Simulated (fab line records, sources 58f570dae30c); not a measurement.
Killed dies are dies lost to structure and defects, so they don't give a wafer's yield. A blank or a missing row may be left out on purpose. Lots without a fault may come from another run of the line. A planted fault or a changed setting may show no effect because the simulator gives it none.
One fault seen from 2 desks | flow berkeley_cmos170 | each desk has only its own numbers; what lay behind them comes last

THE TOOL OWNER'S DESK: implanter-04
The tool's own readings at UCB170_NSD_IMPLANT_08: means of the sampled wafers that have a number, for each lot that ran on this tool. A lot is out of limits, marked OUT, if its mean lies more than 4 standard deviations from the usual mean; the brackets give that distance.
Columns: A = end_station_pressure_torr at UCB170_NSD_IMPLANT_08, usual 1.26e-05 Torr
lot  | first seen here | A
L297 | day 8 19:50     | 1.22e-05
L303 | day 10 06:15    | 1.19e-05
L311 | day 12 10:51    | 1.25e-05
L312 | day 12 11:30    | 1.28e-05
This desk's finding: nothing out of limits on any of the 4 lots.

THE METROLOGY DESK
What the gauges read, lot by lot, whatever tool the lot ran on: means of the sampled wafers that have a number. A lot is out of limits, marked OUT, if its mean lies more than 4 standard deviations from the usual mean; the brackets give that distance. Of its 11 readings 7 are shown: those that lie furthest out on some lot.
Columns: A = cd_nm at UCB170_NSD_CD_MEAS_06, usual 1199.9 nm; B = NSD_RS at UCB170_SDANNEAL_RS_MEAS_03, usual 37.25 ohm/sq; C = PLDD_RS at UCB170_SDANNEAL_RS_MEAS_04, usual 1031.2 ohm/sq; D = NLDD_RS at UCB170_SDANNEAL_RS_MEAS_05, usual 616.2 ohm/sq; E = SILICIDE_TI_RS at UCB170_SILICIDE_RS_MEAS_02, usual 26.1 ohm/sq; F = SILICIDE_TI_THK at UCB170_SILICIDE_THK_MEAS_03, usual 30.2 nm; G = CONTACT_PSG_THK at UCB170_CONTACT_THK_MEAS_02, usual 711 nm
lot  | first seen here | A      | B     | C      | D     | E    | F    | G
L297 | day 8 18:24     | 1198.7 | 37.39 | 1030.2 | 616.6 | 26.2 | 30.2 | 706
L303 | day 10 04:50    | 1198.0 | 37.22 | 1032.3 | 617.3 | 26.1 | 30.3 | 722
L310 | day 11 17:11    | 1201.0 | 37.27 | 1030.9 | 618.7 | 25.6 | 30.7 | 710
L309 | day 11 17:25    | 1200.0 | 37.22 | 1032.7 | 615.9 | 26.1 | 30.5 | 714
L311 | day 12 09:30    | 1198.8 | 37.27 | 1035.0 | 616.8 | 25.8 | 31.0 | 716
L312 | day 12 10:08    | 1200.7 | 37.24 | 1033.9 | 616.4 | 26.2 | 30.2 | 712
This desk's finding: nothing out of limits on any of the 6 lots.

PUT TOGETHER
The tool owner's desk saw nothing out of limits.
The metrology desk saw nothing out of limits.

WHAT THE SIMULATOR HAD PUT IN
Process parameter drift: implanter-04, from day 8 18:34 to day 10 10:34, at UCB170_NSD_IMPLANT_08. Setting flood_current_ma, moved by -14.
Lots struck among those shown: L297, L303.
